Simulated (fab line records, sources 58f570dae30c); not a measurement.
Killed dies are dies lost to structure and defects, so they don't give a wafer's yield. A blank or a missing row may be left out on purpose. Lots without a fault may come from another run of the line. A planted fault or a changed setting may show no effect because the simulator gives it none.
Which tool did it? | flow berkeley_cmos170 | 13 lots, 39 wafers sampled, at 5 steps of a route of 331

WHAT THE GAUGES READ, wafer by wafer
UCB170_CONTACT_CD_MEAS_15: target cd 700 nm.
lot  | measured     | on        | cd_nm (nm)
L554 | day 7 18:53  | cd_sem-02 | 699.6 701.2 699.5
L555 | day 8 17:10  | cd_sem-02 | 702.9 701.5 701.9
L558 | day 8 17:44  | cd_sem-02 | 697.4 698.9 697.6
L557 | day 8 19:18  | cd_sem-02 | 702.2 700.3 701.6
L559 | day 8 22:11  | cd_sem-02 | 700.4 700.2 700.2
L563 | day 9 21:12  | cd_sem-01 | 700.1 700.4 701.5
L562 | day 9 23:05  | cd_sem-02 | 699.4 700.2 699.9
L564 | day 10 06:38 | cd_sem-01 | 698.2 697.0 698.2
L565 | day 10 11:59 | cd_sem-02 | 748.4 748.3 747.8
L570 | day 11 10:54 | cd_sem-01 | 700.1 698.9 700.1
L573 | day 11 12:59 | cd_sem-01 | 699.2 698.2 698.5
L575 | day 11 23:29 | cd_sem-01 | 697.9 698.1 697.4
L577 | day 12 13:56 | cd_sem-01 | 702.1 702.3 700.9

UCB170_CONTACT_OVL_MEAS_16.
lot  | measured     | on         | CONTACT_OVL (nm)
L554 | day 7 19:00  | overlay-01 | -7 -8 0
L555 | day 8 17:17  | overlay-01 | -5 -1 -7
L558 | day 8 17:52  | overlay-02 | -2 -6 -5
L557 | day 8 19:25  | overlay-01 | -5 -10 -6
L559 | day 8 22:17  | overlay-02 | 11 8 2
L563 | day 9 21:18  | overlay-01 | -1 0 1
L562 | day 9 23:12  | overlay-01 | 3 -5 7
L564 | day 10 06:46 | overlay-01 | 1 -8 2
L565 | day 10 12:05 | overlay-02 | -10 -10 -16
L570 | day 11 11:01 | overlay-02 | -12 -9 -7
L573 | day 11 13:04 | overlay-01 | -9 0 -10
L575 | day 11 23:35 | overlay-01 | 4 5 -2
L577 | day 12 14:01 | overlay-02 | 5 2 -3

UCB170_M3_BOW_MEAS_20.
lot  | measured     | on            | M3_BOW (um)
L554 | day 8 16:43  | film_metro-02 | 39 31 28
L555 | day 9 09:07  | film_metro-03 | 39 38 42
L558 | day 9 09:59  | film_metro-01 | 39 28 21
L557 | day 9 12:52  | film_metro-01 | 39 38 54
L559 | day 9 18:01  | film_metro-01 | 31 36 37
L563 | day 10 17:35 | film_metro-03 | 41 29 36
L562 | day 10 19:11 | film_metro-01 | 39 26 31
L564 | day 11 03:54 | film_metro-01 | 34 30 36
L565 | day 11 06:25 | film_metro-02 | 49 38 46
L570 | day 12 05:16 | film_metro-01 | 36 39 35
L573 | day 12 07:46 | film_metro-01 | 35 26 27
L575 | day 12 17:30 | film_metro-01 | 39 40 44
L577 | day 13 07:05 | film_metro-01 | 30 30 45

WHICH TOOL RAN EACH LOT (tool, then ch and the chambers of the sampled wafers, then the start)
lot  | UCB170_CONTACT_SOFTBAKE_11                   | UCB170_CONTACT_EXPOSE_12
L554 | litho_track-04 ch 0, day 7 18:26 or earlier  | krf_scanner-01 ch 0, day 7 18:26
L555 | litho_track-04 ch 0, day 8 16:47 or earlier  | krf_scanner-01 ch 0, day 8 16:47
L558 | litho_track-01 ch 0, day 8 17:21 or earlier  | krf_scanner-02 ch 0, day 8 17:21
L557 | litho_track-01 ch 0, day 8 18:35 or earlier  | krf_scanner-02 ch 0, day 8 18:35
L559 | litho_track-03 ch 0, day 8 21:17 or earlier  | krf_scanner-01 ch 0, day 8 21:17
L563 | litho_track-04 ch 0, day 9 20:48 or earlier  | krf_scanner-01 ch 0, day 9 20:48
L562 | litho_track-04 ch 0, day 9 22:31 or earlier  | krf_scanner-01 ch 0, day 9 22:31
L564 | litho_track-03 ch 0, day 10 06:15 or earlier | krf_scanner-02 ch 0, day 10 06:15
L565 | litho_track-04 ch 0, day 10 10:31 or earlier | krf_scanner-02 ch 0, day 10 10:31
L570 | litho_track-03 ch 0, day 11 10:23 or earlier | krf_scanner-02 ch 0, day 11 10:23
L573 | litho_track-03 ch 0, day 11 12:35 or earlier | krf_scanner-02 ch 0, day 11 12:35
L575 | litho_track-01 ch 0, day 11 22:55 or earlier | krf_scanner-02 ch 0, day 11 22:55
L577 | litho_track-01 ch 0, day 12 13:17 or earlier | krf_scanner-02 ch 0, day 12 13:17
- UCB170_CONTACT_SOFTBAKE_11: time 62.78 s.
- UCB170_CONTACT_EXPOSE_12: exposes mask CONT, target cd 700 nm.

WHAT THE TOOLS THEMSELVES READ (means of the sampled wafers that have a number; where no wafer has one, the mark that the record gives instead)
UCB170_CONTACT_SOFTBAKE_11.
lot  | tool           | plate_sensor_t_centre_C (C) | plate_sensor_t_edge_C (C)
L554 | litho_track-04 | 131.41                      | 131.53
L555 | litho_track-04 | 131.40                      | 131.54
L558 | litho_track-01 | 131.41                      | 131.54
L557 | litho_track-01 | 131.41                      | 131.54
L559 | litho_track-03 | 131.40                      | 131.53
L563 | litho_track-04 | 131.41                      | 131.53
L562 | litho_track-04 | 131.41                      | 131.53
L564 | litho_track-03 | 131.40                      | 131.53
L565 | litho_track-04 | 131.41                      | 131.53
L570 | litho_track-03 | 131.40                      | 131.53
L573 | litho_track-03 | 131.40                      | 131.53
L575 | litho_track-01 | 131.40                      | 131.54
L577 | litho_track-01 | 131.41                      | 131.53

THE ANSWER, worked out from the rows above alone
Rule: what is usual is taken from the lots themselves. Put in order of their means at a reading, lots are off if they are a third of the lots or fewer, leave a main group of 4 or more, and stand apart from it by a gap of 3 or more times the standard deviation of the main group's means; of several such gaps the widest counts. A main group whose means are all the same, to the digits that the tables above print for the reading, isn't used. A lot without any number at a reading at which 4 lots or more have one is off too. The other lots that the step has rows for count as sound. The gauges are gone through in route order, then the tools' own readings, and for those a lot's mean is taken as printed above. The first step at which some lot is off is used, and at that step the reading that is off furthest; a lot without a number counts as furthest.
Off: L565, at UCB170_CONTACT_CD_MEAS_15 (cd_nm). The main group: mean 699.8 nm, standard deviation 1.5.
A tool fits if, at a process step before that reading, it ran every lot that is off, and no sound lot after the first of them. The gauges at UCB170_CONTACT_CD_MEAS_15 are tried like those tools. UCB170_CONTACT_SOFTBAKE_11 gives no start for some lots, so the hours and the order of its lots are those of UCB170_CONTACT_EXPOSE_12. Can't be told from this: 2 tools fit, litho_track-04 at UCB170_CONTACT_SOFTBAKE_11, cd_sem-02 at UCB170_CONTACT_CD_MEAS_15.

WHAT THE SIMULATOR HAD PUT IN
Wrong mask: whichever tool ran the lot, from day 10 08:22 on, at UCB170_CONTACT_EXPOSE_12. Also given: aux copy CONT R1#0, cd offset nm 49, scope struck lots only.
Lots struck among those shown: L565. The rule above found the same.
